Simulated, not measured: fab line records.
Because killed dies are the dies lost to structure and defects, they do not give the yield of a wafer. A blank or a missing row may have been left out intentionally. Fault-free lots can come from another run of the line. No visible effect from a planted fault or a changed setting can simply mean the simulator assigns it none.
2 desks looking at one fault / flow rit cmos / numbers are kept per desk, each desk with only its own; the story behind them comes last

## THE METROLOGY DESK
What the gauges read, lot by lot, whatever tool the lot ran on: means of the sampled wafers that have a number. A lot is out of limits, marked OUT, if its mean lies more than 4 standard deviations from the usual mean; the brackets give that distance.
Columns: A = ACTIVE_NITRIDE_THK at RIT_ACTIVE_THK_MEAS_04, usual 149.5 nm; B = NWELL_OVL at RIT_NWELL_OVL_MEAS_06, usual -0.8 nm
lot=L754; first seen here=day 1 14:15; A=150.4; B=-1.6
lot=L756; first seen here=day 2 00:16; A=148.1; B=3.2
lot=L758; first seen here=day 2 09:32; A=148.9; B=0.5
lot=L759; first seen here=day 2 14:32; A=149.4; B=0.4
lot=L761; first seen here=day 3 00:51; A=149.9; B=-1.7
lot=L762; first seen here=day 3 05:32; A=149.9; B=-0.3
lot=L763; first seen here=day 3 10:32; A=149.0; B=-1.3
lot=L764; first seen here=day 3 15:32; A=150.2; B=-2.2
lot=L765; first seen here=day 3 20:32; A=149.6; B=-2.8
lot=L766; first seen here=day 4 02:04; A=213.7 (+46) OUT; B=-
lot=L767; first seen here=day 4 06:56; A=216.0 (+48) OUT; B=-
lot=L769; first seen here=day 4 16:32; A=214.7 (+47) OUT; B=0.9
lot=L774; first seen here=day 5 19:19; A=152.4; B=-1.5
lot=L776; first seen here=day 6 04:14; A=150.5; B=-0.4
lot=L777; first seen here=day 6 09:44; A=149.9; B=-1.5
This desk's finding: out of limits on L766, L767, L769; first on L766, day 4 02:04 (ACTIVE_NITRIDE_THK at RIT_ACTIVE_THK_MEAS_04). L754, L756, L758, L759, L761, L762, L763, L764, L765, L774, L776, L777: within limits.

## TOOL OWNER'S DESK, lpcvd-01
The tool's own readings at RIT_ACTIVE_CVD_03 (deposits Si3N4 from SiH2Cl2/NH3, target thk 150 nm, time 1500 s): means of the sampled wafers that have a number, for each lot that ran on this tool. A lot is out of limits, marked OUT, if its mean lies more than 4 standard deviations from the usual mean; the brackets give that distance.
Columns: A = susceptor temp C at RIT_ACTIVE_CVD_03, usual 809.92 C; B = zone power centre pct at RIT_ACTIVE_CVD_03, usual 39.2 %
lot=L758; first seen here=day 2 08:07; A=810.09; B=38.9
lot=L762; first seen here=day 3 04:07; A=810.33; B=35.6
lot=L764; first seen here=day 3 14:07; A=810.08; B=39.1
lot=L765; first seen here=day 3 19:07; A=810.13; B=39.2
lot=L766; first seen here=day 4 00:38; A=809.77; B=38.7
lot=L767; first seen here=day 4 05:31; A=809.70; B=39.0
lot=L769; first seen here=day 4 15:07; A=809.73; B=38.6
Result from this desk: across the 7 lots, nothing is out of limits.

## ALL TOGETHER
L766, L767, L769 would have let the metrology desk raise an alarm at day 4 02:04.
Nothing out of limits was seen by the tool owner's desk.
On record at the tool owner's desk: L766, L767, L769, within its limits.
All the named lots went through RIT_ACTIVE_CVD_03 on lpcvd-01.

## WHAT THE SIMULATOR HAD INSERTED
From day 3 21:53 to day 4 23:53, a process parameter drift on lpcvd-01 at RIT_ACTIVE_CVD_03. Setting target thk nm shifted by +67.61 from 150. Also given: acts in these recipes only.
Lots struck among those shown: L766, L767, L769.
Hours from the fault's start to each desk's first reading out of limits: the metrology desk, 4.
